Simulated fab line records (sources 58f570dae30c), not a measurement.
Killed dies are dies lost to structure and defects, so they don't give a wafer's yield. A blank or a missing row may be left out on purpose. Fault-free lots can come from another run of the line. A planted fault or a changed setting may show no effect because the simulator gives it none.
Which tool did it? | flow berkeley cmos170 | 6 lots, 18 wafers sampled, at 2 steps of a route of 331

WHAT THE GAUGES READ, wafer by wafer
UCB170_PWELL_TW_MEAS_17.
lot  | measured    | on            | PWELL_TW
L696 | day 3 03:07 | film metro-02 | 380.0 382.8 382.6
L700 | day 3 19:34 | film metro-02 | 381.9 378.8 382.7
L704 | day 4 22:52 | film metro-03 | 380.6 380.3 382.2
L706 | day 5 01:37 | film metro-02 | 380.0 381.2 380.6
L708 | day 5 12:06 | film metro-02 | 381.0 379.8 379.2
L713 | day 6 02:03 | film metro-02 | 380.6 380.2 382.2

WHICH TOOL RAN EACH LOT (tool, then ch and the chambers of the sampled wafers, then the start)
lot  | UCB170_NWELL_STRIP_15
L696 | plasma asher-04 ch 0,1, day 2 08:35
L700 | plasma asher-04 ch 0,1, day 3 01:44
L704 | plasma asher-02 ch 0,1, day 4 01:10
L706 | plasma asher-04 ch 0,1, day 4 07:46
L708 | plasma asher-03 ch 0,1, day 4 19:53
L713 | plasma asher-03 ch 1, day 5 12:39
- UCB170_NWELL_STRIP_15: strips in O2.

THE ANSWER, worked out from the rows above alone
Rule: the usual values come from the lots themselves. The widest of any qualifying gaps counts: lots, ordered by their means at a reading, are off when they make up no more than a third of the lots, leave a main group of 4 or more, and stand apart from it by 3 or more times the standard deviation of that group's means. The tables above print the reading to a certain number of digits; a main group whose means all agree to those digits is not used. Also off: a lot with no number at a reading for which 4 or more lots have one. Where the step has rows for the other lots, those lots are counted as sound.
Nothing can be told from this: no lot is off at any reading shown.

WHAT HAD BEEN PUT IN BY THE SIMULATOR
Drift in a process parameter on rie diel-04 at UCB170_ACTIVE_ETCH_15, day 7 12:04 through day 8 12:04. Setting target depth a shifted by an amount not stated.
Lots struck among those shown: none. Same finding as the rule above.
